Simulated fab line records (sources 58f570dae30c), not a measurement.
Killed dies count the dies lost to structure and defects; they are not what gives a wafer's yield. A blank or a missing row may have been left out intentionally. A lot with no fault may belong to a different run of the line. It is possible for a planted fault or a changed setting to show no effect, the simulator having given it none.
8D (eight disciplines) problem report, filled in by code + flow berkeley-cmos170 + the parts of the form that need people (team, actions taken, sign-off) are left out

## 1. WHAT WENT WRONG
GATE_POLY_THK at UCB170_GATE_THK_MEAS_05 reads a mean of 160.0 nm on 3 wafers of 1 lot; wafers without a fault read 213.4 nm with a standard deviation of 2.1. Relative to the usual mean, that is a shift of -25 standard deviations.
Seen first at day 8 12:49 on film-metro-02, wafer L857.1. Wafers with a number at this step in the record: 39, from 13 lots. By rule, "out" or "out of limits" means more than 4 standard deviations away from the usual mean. Any other wafer with a number is counted as sound.

## 2. WHAT IT IS, WHAT IT ISN'T
| question                    | is                     | is not                                                                                                   |
|-----------------------------|------------------------|----------------------------------------------------------------------------------------------------------|
| which readings at this step | GATE_POLY_THK          | -                                                                                                        |
| which lots                  | L857                   | L852, L853, L854, L855, L856, L863, L864, L871, L872, L873, L874, L875                                   |
| which wafers of those lots  | all that have a number | -                                                                                                        |
| read on which gauges        | film-metro-02          | film-metro-01, film-metro-03                                                                             |
| when                        | from day 8 12:49       | up to then (15 sound wafers); but 21 sound wafers of L863, L864, L871, L872, L873, L874, L875 came after |

## 3. WHAT RULES OUT EACH SUSPECT
Counting: any tool at a process step up to the reading is kept as a suspect provided that every lot that is out went through it and no sound lot did after the first of them.
- the gauge at UCB170_GATE_THK_MEAS_05: ruled out. All the wafers that are out were read on film-metro-02, but those of them that UCB170_GATE_CVD_04 has rows for are out there too, on other tools.
- lpcvd-01 at UCB170_GATE_CVD_04 (deposits poly-Si from SiH4, time 1440 s, target thk 214 nm): ruled out as a lasting fault. The sound lots L871, L872, L873, L874, L875 went through it after L857, its earliest lot that is out (day 8 11:25).
Left after counting: nothing in the record.

## 4. THE CAUSE (what the simulator had put in)
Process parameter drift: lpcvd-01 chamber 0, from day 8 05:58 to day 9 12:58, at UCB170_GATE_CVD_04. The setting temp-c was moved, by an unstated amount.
The count ruled it out by mistake, since the rule takes a fault to strike every lot its tool runs from the start of the fault on, and this one did not do so.

## 5. THE EFFECT CHAIN, in route order
Rows list readings where the struck wafers' mean (over those with a number) sits beyond 3 standard deviations from the usual. Only readings for which the record gives a usual standard deviation are gone through. hours: the time from each lot's start at the first step in this table that gives one to its start at this step, as a median over the lots. sigmas: the change in usual standard deviations.
| hours | step                    | reading           | usual      | on struck wafers | change | sigmas |
|-------|-------------------------|-------------------|------------|------------------|--------|--------|
| 0     | UCB170_GATE_CVD_04      | spike-tc-centre-C | 612.8 C    | 600.6            | -12.2  | -9.4   |
| 0     | UCB170_GATE_CVD_04      | spike-tc-load-C   | 630.1 C    | 616.5            | -13.6  | -9.1   |
| 0     | UCB170_GATE_CVD_04      | susceptor-temp-C  | 610.02 C   | 598.22           | -11.80 | -39    |
| 1     | UCB170_GATE_THK_MEAS_05 | GATE_POLY_THK     | 213.4 nm   | 160.0            | -53.4  | -25    |
| 11    | UCB170_GATE_ETCH_15     | oes-product-au    | 0.826 a.u. | 0.700            | -0.126 | -7.9   |
Process steps it contains:
- UCB170_GATE_CVD_04: deposits poly-Si from SiH4, time 1440 s, target thk 214 nm.
- UCB170_GATE_ETCH_15: etches poly-Si in HBr/Cl2, stops on SiO2, time 56.3 s, target depth 278.2 nm.
Later steps that measure or inspect, where all struck wafers having a row at the step show a number for every such reading and not one has moved that far: UCB170_PLDD_CD_MEAS_06.

## 6. HOW IT WOULD HAVE BEEN CAUGHT EARLIER
In this record the first reading out of limits at a measuring or inspecting step was taken at day 8 12:49, 7 hours after the fault began at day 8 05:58.
Tool's own readings at UCB170_GATE_CVD_04, spike-tc-centre-C, spike-tc-load-C, susceptor-temp-C: out on all struck wafers the step has rows for; an alarm limit on them would have tripped on the first.
